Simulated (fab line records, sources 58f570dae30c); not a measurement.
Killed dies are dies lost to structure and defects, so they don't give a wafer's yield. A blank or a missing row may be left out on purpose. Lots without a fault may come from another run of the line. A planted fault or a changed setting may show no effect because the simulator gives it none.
Which tool did it? | flow berkeley_cmos170 | 13 lots, 39 wafers sampled, at 3 steps of a route of 331

WHAT THE GAUGES READ, wafer by wafer
UCB170_M2_CD_MEAS_90: target cd 700 nm.
lot  | measured     | on        | cd_nm (nm)
L662 | day 8 07:21  | cd_sem-02 | 695.9 700.1 697.2
L663 | day 8 20:39  | cd_sem-01 | 700.2 701.4 697.2
L664 | day 8 22:58  | cd_sem-01 | 697.4 699.6 700.5
L666 | day 9 10:16  | cd_sem-01 | 700.2 707.8 705.1
L668 | day 10 02:20 | cd_sem-01 | 696.9 699.2 696.4
L670 | day 10 03:14 | cd_sem-01 | 699.8 682.3 701.1
L676 | day 11 08:31 | cd_sem-01 | 698.5 698.2 701.4
L677 | day 11 23:23 | cd_sem-01 | 701.6 698.8 696.5
L679 | day 12 10:15 | cd_sem-02 | 696.9 699.4 702.0
L680 | day 12 11:18 | cd_sem-02 | 699.7 698.7 699.2
L683 | day 13 05:04 | cd_sem-02 | 706.8 708.1 700.3
L681 | day 13 05:34 | cd_sem-01 | 698.9 697.5 700.6
L685 | day 13 20:13 | cd_sem-01 | 703.5 695.8 701.8

WHICH TOOL RAN EACH LOT (tool, then ch and the chambers of the sampled wafers, then the start)
lot  | UCB170_M2_METAL_ETCH_18           | UCB170_M2_STRIP_19
L662 | rie_metal-02 ch 0,1, day 8 07:04  | plasma_asher-02 ch 0,1, day 8 07:15
L663 | rie_metal-02 ch 0,1, day 8 20:22  | plasma_asher-02 ch 0, day 8 20:33
L664 | rie_metal-03 ch 0,1, day 8 22:39  | plasma_asher-03 ch 0,1, day 8 22:50
L666 | rie_metal-01 ch 0,1, day 9 09:58  | plasma_asher-01 ch 0,1, day 9 10:10
L668 | rie_metal-03 ch 0,1, day 10 02:04 | plasma_asher-02 ch 0,1, day 10 02:14
L670 | rie_metal-01 ch 0,1, day 10 02:56 | plasma_asher-03 ch 0,1, day 10 03:08
L676 | rie_metal-03 ch 0,1, day 11 08:13 | plasma_asher-02 ch 0,1, day 11 08:24
L677 | rie_metal-03 ch 0,1, day 11 23:07 | plasma_asher-02 ch 0,1, day 11 23:17
L679 | rie_metal-02 ch 0,1, day 12 09:59 | plasma_asher-03 ch 0,1, day 12 10:09
L680 | rie_metal-03 ch 0, day 12 11:01   | plasma_asher-01 ch 1, day 12 11:12
L683 | rie_metal-03 ch 0,1, day 13 04:47 | plasma_asher-02 ch 0,1, day 13 04:58
L681 | rie_metal-02 ch 0,1, day 13 05:16 | plasma_asher-03 ch 0,1, day 13 05:25
L685 | rie_metal-03 ch 0,1, day 13 19:56 | plasma_asher-01 ch 0,1, day 13 20:05
- UCB170_M2_METAL_ETCH_18: etches Al in Cl2/BCl3, stops on SiO2, target depth 1170 nm, time 195 s.
- UCB170_M2_STRIP_19: strips in O2.

WHAT THE TOOLS THEMSELVES READ (means of the sampled wafers that have a number; where no wafer has one, the mark that the record gives instead)
UCB170_M2_METAL_ETCH_18.
lot  | tool         | bias_w (W) | drypump_motor_current_A (A) | he_backside_leak_sccm (sccm) | oes_product_au (a.u.) | rf_fwd_power_W (W) | throttle_valve_pct (%)
L662 | rie_metal-02 | 120.3      | 5.93                        | 3.18                         | 0.855                 | 599.5              | 24.61
L663 | rie_metal-02 | 119.9      | 5.94                        | 3.32                         | 0.853                 | 597.5              | 24.61
L664 | rie_metal-03 | 120.0      | 5.71                        | 3.30                         | 0.862                 | 598.2              | 24.63
L666 | rie_metal-01 | 119.5      | 5.73                        | 3.47                         | 0.855                 | 596.9              | 24.32
L668 | rie_metal-03 | 120.6      | 5.71                        | 3.24                         | 0.859                 | 596.6              | 24.64
L670 | rie_metal-01 | 120.0      | 5.53                        | 3.31                         | 0.868                 | 679.8              | 24.35
L676 | rie_metal-03 | 120.3      | 5.71                        | 3.16                         | 0.855                 | 597.3              | 24.63
L677 | rie_metal-03 | 120.3      | 5.70                        | 3.15                         | 0.859                 | 596.7              | 24.64
L679 | rie_metal-02 | 120.1      | 6.04                        | 3.21                         | 0.845                 | 597.7              | 24.48
L680 | rie_metal-03 | 120.5      | 5.76                        | 3.04                         | 0.863                 | 599.3              | 24.66
L683 | rie_metal-03 | 119.9      | 5.69                        | 3.16                         | 0.866                 | 596.6              | 24.62
L681 | rie_metal-02 | 120.0      | 6.05                        | 3.34                         | 0.842                 | 597.9              | 24.49
L685 | rie_metal-03 | 120.2      | 5.69                        | 3.02                         | 0.866                 | 596.5              | 24.62

UCB170_M2_STRIP_19.
lot  | tool            | drypump_motor_current_A (A) | oes_product_au (a.u.)
L662 | plasma_asher-02 | 5.81                        | 0.543
L663 | plasma_asher-02 | 6.20                        | 0.545
L664 | plasma_asher-03 | 5.81                        | 0.572
L666 | plasma_asher-01 | 5.70                        | 0.561
L668 | plasma_asher-02 | 6.02                        | 0.562
L670 | plasma_asher-03 | 5.81                        | 0.460
L676 | plasma_asher-02 | 5.85                        | 0.578
L677 | plasma_asher-02 | 6.03                        | 0.581
L679 | plasma_asher-03 | 5.87                        | 0.530
L680 | plasma_asher-01 | 6.23                        | 0.571
L683 | plasma_asher-02 | 6.00                        | 0.578
L681 | plasma_asher-03 | 5.85                        | 0.523
L685 | plasma_asher-01 | 5.96                        | 0.565

THE ANSWER, worked out from the rows above alone
Rule: what is usual is taken from the lots themselves. Put in order of their means at a reading, lots are off if they are a third of the lots or fewer, leave a main group of 4 or more, and stand apart from it by a gap of 3 or more times the standard deviation of the main group's means; of several such gaps the widest counts. A main group whose means are all the same, to the digits that the tables above print for the reading, isn't used. A lot without any number at a reading at which 4 lots or more have one is off too. The other lots that the step has rows for count as sound. The gauges are gone through in route order, then the tools' own readings, and for those a lot's mean is taken as printed above. The first step at which some lot is off is used, and at that step the reading that is off furthest; a lot without a number counts as furthest.
Off: L670, at UCB170_M2_METAL_ETCH_18 (rf_fwd_power_W). The main group: mean 597.6 W, standard deviation 0.98.
A tool fits if, at that step or a process step before it, it ran every lot that is off, and no sound lot after the first of them. One fits: rie_metal-01 at UCB170_M2_METAL_ETCH_18. Its last sound lot is L666 (day 9 09:58), its first lot that is off L670 (day 10 02:56): a fault that began between those two fits.
The tool's own readings at UCB170_M2_METAL_ETCH_18 bear it out: on the lots that are off they differ by more than 5 times the standard deviation of the sound lots' means. rf_fwd_power_W reads 679.8 W there against 597.6 W on the sound lots.

WHAT THE SIMULATOR HAD PUT IN
Process parameter drift: rie_metal-01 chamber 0, from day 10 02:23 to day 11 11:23, at UCB170_M2_METAL_ETCH_18. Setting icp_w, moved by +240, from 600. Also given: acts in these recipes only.
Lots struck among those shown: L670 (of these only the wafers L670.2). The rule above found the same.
